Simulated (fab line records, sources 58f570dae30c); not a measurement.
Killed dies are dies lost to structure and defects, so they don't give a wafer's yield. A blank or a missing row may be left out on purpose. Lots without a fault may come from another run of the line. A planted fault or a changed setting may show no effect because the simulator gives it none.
Split-lot experiment | flow berkeley_cmos170 | 5 lots, 23 wafers read, on a route of 331 steps

THE SPLIT
At UCB170_PVT_IMPLANT_07, the setting energy_kev was moved away from the recipe's 30 on 11 of the 23 wafers read, by -5.1% to +1.9%. The other wafers ran this setting at the recipe's value.

The reading is taken at the split's own step.

THE READING
implant.drp_nm (the simulator's own value, which no gauge read), in nm, at UCB170_PVT_IMPLANT_07. The file gives no usual value for it.

wafer  | tool, chamber at the split | energy_kev as run | against the recipe | implant.drp_nm, nm | against lot-mates on the recipe
L078.1 | implanter-01, 0            | 30                | recipe             | 16.56              | -
L078.4 | implanter-01, 0            | 30                | recipe             | 16.56              | -
L078.5 | implanter-01, 0            | 30                | recipe             | 16.56              | -
L078.2 | implanter-01, 0            | 30.58             | +1.9%              | 16.83              | +0.27
L078.6 | implanter-01, 0            | 30.58             | +1.9%              | 16.83              | +0.27
L079.1 | implanter-04, 0            | 30                | recipe             | 16.56              | -
L079.6 | implanter-04, 0            | 30                | recipe             | 16.56              | -
L079.2 | implanter-04, 0            | 29.01             | -3.3%              | 16.23              | -0.33
L079.3 | implanter-04, 0            | 29.01             | -3.3%              | 16.23              | -0.33
L079.5 | implanter-04, 0            | 29.01             | -3.3%              | 16.23              | -0.33
L081.1 | implanter-01, 0            | 30                | recipe             | 16.56              | -
L081.2 | implanter-01, 0            | 30                | recipe             | 16.56              | -
L081.6 | implanter-01, 0            | 30                | recipe             | 16.56              | -
L084.1 | implanter-03, 0            | 30                | recipe             | 16.56              | -
L084.2 | implanter-03, 0            | 30                | recipe             | 16.56              | -
L084.4 | implanter-03, 0            | 28.65             | -4.5%              | 16.11              | -0.45
L084.5 | implanter-03, 0            | 28.65             | -4.5%              | 16.11              | -0.45
L084.6 | implanter-03, 0            | 28.65             | -4.5%              | 16.11              | -0.45
L085.1 | implanter-01, 0            | 30                | recipe             | 16.56              | -
L085.5 | implanter-01, 0            | 30                | recipe             | 16.56              | -
L085.2 | implanter-01, 0            | 28.48             | -5.1%              | 16.05              | -0.51
L085.4 | implanter-01, 0            | 28.48             | -5.1%              | 16.05              | -0.51
L085.6 | implanter-01, 0            | 28.48             | -5.1%              | 16.05              | -0.51

THE FIT
A straight line over all 23 wafers: implant.drp_nm changes by +0.104 nm for each +1% of energy_kev; r = +1.00; the points scatter about the line by 0.02 nm.
The same after taking each lot's own level away (the mean of its wafers on the recipe; 23 wafers): +0.104 nm for each +1%; r = +1.00; scatter 0.02 nm.
On that fit, the largest move of energy_kev shifts the reading by 0.53 nm.
The lots' own levels span 16.560 to 16.560 nm.
So the lot-to-lot level changes the slope little: the two slopes agree.
Check: with one of the wafers moved furthest among these (-5.1%) left out of the fit, the line predicts -0.517 nm for it against its lot-mates. It came out at -0.51 nm against them.

OTHER SPLITS ON THESE WAFERS
These wafers also went through other splits before the reading. Each is held against what the fit with the lots' levels taken away leaves over:
other split on the same wafers  | wafers away from the commonest value | r with implant.drp_nm (lot level and that fit taken away)
UCB170_NWELL_CVD_04 time_s      | 18                                   | -0.12
UCB170_NWELL_ETCH_13 time_s     | 8                                    | -0.15
UCB170_ACTIVE_EXPOSE_10 dose_mj | 8                                    | -0.23

THE FILE'S OWN FIT
implant.drp_nm changes by +0.103 nm for each +1% of energy_kev, r = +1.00.
